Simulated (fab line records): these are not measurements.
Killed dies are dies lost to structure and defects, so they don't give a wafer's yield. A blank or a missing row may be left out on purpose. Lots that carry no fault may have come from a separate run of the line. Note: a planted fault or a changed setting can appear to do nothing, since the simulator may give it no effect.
What tool caused it? :: flow berkeley-cmos170 :: 42 wafers from 14 lots sampled at 3 of the route's 331 steps

WHAT EACH GAUGE READ, for each wafer
UCB170_NSD_CD_MEAS_06: the cd target is 1200 nm. Usual: cd-nm 1199.9 nm, standard deviation 1.5.
lot: L521
measured: day 6 13:09
on: cd-sem-01
cd-nm (nm): 1197.8 1197.2 1198.8
flag: 

lot: L524
measured: day 7 00:05
on: cd-sem-02
cd-nm (nm): 1197.9 1196.6 1198.0
flag: 

lot: L523
measured: day 7 00:22
on: cd-sem-02
cd-nm (nm): 1199.4 1199.2 1201.1
flag: 

lot: L525
measured: day 7 16:04
on: cd-sem-02
cd-nm (nm): 1199.8 1199.2 1198.7
flag: 

lot: L526
measured: day 7 16:42
on: cd-sem-01
cd-nm (nm): 1199.5 1199.8 1200.4
flag: 

lot: L528
measured: day 8 10:50
on: cd-sem-01
cd-nm (nm): 1200.4 1198.2 1199.9
flag: 

lot: L531
measured: day 8 21:47
on: cd-sem-01
cd-nm (nm): 1199.6 1198.6 1198.1
flag: 

lot: L532
measured: day 8 22:05
on: cd-sem-01
cd-nm (nm): 1202.6 1201.0 1201.2
flag: 

lot: L534
measured: day 9 08:43
on: cd-sem-01
cd-nm (nm): 1199.8 1199.0 1200.0
flag: 

lot: L536
measured: day 10 02:53
on: cd-sem-02
cd-nm (nm): 1199.3 1197.9 1199.7
flag: 

lot: L538
measured: day 10 03:44
on: cd-sem-02
cd-nm (nm): 1198.9 1198.8 1199.4
flag: 

lot: L539
measured: day 10 13:08
on: cd-sem-01
cd-nm (nm): 1199.5 1199.2 1198.3
flag: 

lot: L542
measured: day 11 10:01
on: cd-sem-02
cd-nm (nm): 1203.8 1202.8 1201.7
flag: 

lot: L541
measured: day 11 10:20
on: cd-sem-01
cd-nm (nm): 1200.0 1199.9 1202.1
flag: 

UCB170_CONTACT_CD_MEAS_15: the cd target is 700 nm. Usual: cd-nm 700.3 nm, standard deviation 1.4.
lot: L521
measured: day 6 22:07
on: cd-sem-01
cd-nm (nm): 700.6 700.0 700.1
flag: 

lot: L524
measured: day 7 06:16
on: cd-sem-02
cd-nm (nm): 699.7 699.7 699.3
flag: 

lot: L523
measured: day 7 06:35
on: cd-sem-02
cd-nm (nm): 699.0 701.7 699.7
flag: 

lot: L525
measured: day 7 22:48
on: cd-sem-01
cd-nm (nm): 700.7 700.5 700.8
flag: 

lot: L526
measured: day 7 23:56
on: cd-sem-02
cd-nm (nm): 699.8 700.9 702.1
flag: 

lot: L528
measured: day 8 17:07
on: cd-sem-02
cd-nm (nm): 697.6 698.7 699.7
flag: 

lot: L531
measured: day 9 05:10
on: cd-sem-02
cd-nm (nm): 700.3 698.8 700.7
flag: 

lot: L532
measured: day 9 05:25
on: cd-sem-02
cd-nm (nm): 701.4 701.0 701.1
flag: 

lot: L534
measured: day 9 15:41
on: cd-sem-01
cd-nm (nm): 702.4 701.2 700.7
flag: 

lot: L536
measured: day 10 10:22
on: cd-sem-02
cd-nm (nm): 702.4 702.4 702.9
flag: 

lot: L538
measured: day 10 12:24
on: cd-sem-02
cd-nm (nm): 700.2 700.2 698.9
flag: 

lot: L539
measured: day 10 22:54
on: cd-sem-02
cd-nm (nm): 698.8 700.1 700.0
flag: 

lot: L542
measured: day 11 16:23
on: cd-sem-02
cd-nm (nm): 700.7 701.0 700.3
flag: 

lot: L541
measured: day 11 17:40
on: cd-sem-01
cd-nm (nm): 701.3 700.8 700.9
flag: 

WHICH TOOL RAN EACH LOT (tool, then ch and the chambers of the sampled wafers, then the start)
lot: L521
UCB170_BACKSIDE_STRIP_03: plasma-asher-03 ch 0,1, day 6 15:00

lot: L524
UCB170_BACKSIDE_STRIP_03: plasma-asher-03 ch 1, day 7 01:11

lot: L523
UCB170_BACKSIDE_STRIP_03: plasma-asher-04 ch 0,1, day 7 01:28

lot: L525
UCB170_BACKSIDE_STRIP_03: plasma-asher-03 ch 0,1, day 7 17:21

lot: L526
UCB170_BACKSIDE_STRIP_03: plasma-asher-03 ch 0,1, day 7 17:48

lot: L528
UCB170_BACKSIDE_STRIP_03: plasma-asher-04 ch 0,1, day 8 12:10

lot: L531
UCB170_BACKSIDE_STRIP_03: plasma-asher-03 ch 0,1, day 8 22:52

lot: L532
UCB170_BACKSIDE_STRIP_03: plasma-asher-01 ch 0,1, day 8 23:10

lot: L534
UCB170_BACKSIDE_STRIP_03: plasma-asher-04 ch 0,1, day 9 09:50

lot: L536
UCB170_BACKSIDE_STRIP_03: plasma-asher-03 ch 0,1, day 10 04:25

lot: L538
UCB170_BACKSIDE_STRIP_03: plasma-asher-04 ch 0,1, day 10 05:16

lot: L539
UCB170_BACKSIDE_STRIP_03: plasma-asher-01 ch 0,1, day 10 16:00

lot: L542
UCB170_BACKSIDE_STRIP_03: plasma-asher-01 ch 0,1, day 11 11:06

lot: L541
UCB170_BACKSIDE_STRIP_03: plasma-asher-03 ch 0,1, day 11 11:26
- UCB170_BACKSIDE_STRIP_03: strips in O2.

AS READ BY THE TOOLS THEMSELVES (means over the sampled wafers that have a number; for cases with no such wafer, the mark the record gives instead)
UCB170_BACKSIDE_STRIP_03. Usual: drypump-motor-current-A 5.7 A, standard deviation 0.42; oes-product-au 0.735 a.u., standard deviation 0.0047; strip-time-to-endpoint-s 22.00 s, standard deviation 0.064.
lot: L521
tool: plasma-asher-03
drypump-motor-current-A (A): 6.0
oes-product-au (a.u.): 0.735
strip-time-to-endpoint-s (s): 22.06
flag: 

lot: L524
tool: plasma-asher-03
drypump-motor-current-A (A): 5.8
oes-product-au (a.u.): 0.735
strip-time-to-endpoint-s (s): 21.97
flag: 

lot: L523
tool: plasma-asher-04
drypump-motor-current-A (A): 5.8
oes-product-au (a.u.): 0.733
strip-time-to-endpoint-s (s): 22.06
flag: 

lot: L525
tool: plasma-asher-03
drypump-motor-current-A (A): 6.1
oes-product-au (a.u.): 0.735
strip-time-to-endpoint-s (s): 22.12
flag: 

lot: L526
tool: plasma-asher-03
drypump-motor-current-A (A): 6.2
oes-product-au (a.u.): 0.734
strip-time-to-endpoint-s (s): 21.99
flag: 

lot: L528
tool: plasma-asher-04
drypump-motor-current-A (A): 5.8
oes-product-au (a.u.): 0.738
strip-time-to-endpoint-s (s): 22.01
flag: 

lot: L531
tool: plasma-asher-03
drypump-motor-current-A (A): 6.2
oes-product-au (a.u.): 0.733
strip-time-to-endpoint-s (s): 22.01
flag: 

lot: L532
tool: plasma-asher-01
drypump-motor-current-A (A): 5.2
oes-product-au (a.u.): 0.735
strip-time-to-endpoint-s (s): 21.94
flag: 

lot: L534
tool: plasma-asher-04
drypump-motor-current-A (A): 5.8
oes-product-au (a.u.): 0.737
strip-time-to-endpoint-s (s): 22.08
flag: 

lot: L536
tool: plasma-asher-03
drypump-motor-current-A (A): 6.1
oes-product-au (a.u.): 0.730
strip-time-to-endpoint-s (s): 21.99
flag: 

lot: L538
tool: plasma-asher-04
drypump-motor-current-A (A): 5.8
oes-product-au (a.u.): 0.739
strip-time-to-endpoint-s (s): 22.05
flag: 

lot: L539
tool: plasma-asher-01
drypump-motor-current-A (A): 5.2
oes-product-au (a.u.): 0.735
strip-time-to-endpoint-s (s): 22.03
flag: 

lot: L542
tool: plasma-asher-01
drypump-motor-current-A (A): 5.2
oes-product-au (a.u.): 0.735
strip-time-to-endpoint-s (s): 22.01
flag: 

lot: L541
tool: plasma-asher-03
drypump-motor-current-A (A): 6.1
oes-product-au (a.u.): 0.735
strip-time-to-endpoint-s (s): 21.97
flag: 

THE ANSWER, worked out from the rows above alone
Rule: lot off if the mean of its wafers having a number is beyond 3 standard deviations from the usual mean. Also off: a lot with no number at a reading for which 4 or more lots have one. All remaining lots with rows at the step are treated as sound. First the gauges in route order, then the tools' own readings, where a lot's mean is used as printed above. At the first step where some lot is off, the reading lying furthest off is the one used; lots without a number count as furthest.
None of the lots is off at any reading shown; this tells nothing.

WHAT THE SIMULATOR PUT IN
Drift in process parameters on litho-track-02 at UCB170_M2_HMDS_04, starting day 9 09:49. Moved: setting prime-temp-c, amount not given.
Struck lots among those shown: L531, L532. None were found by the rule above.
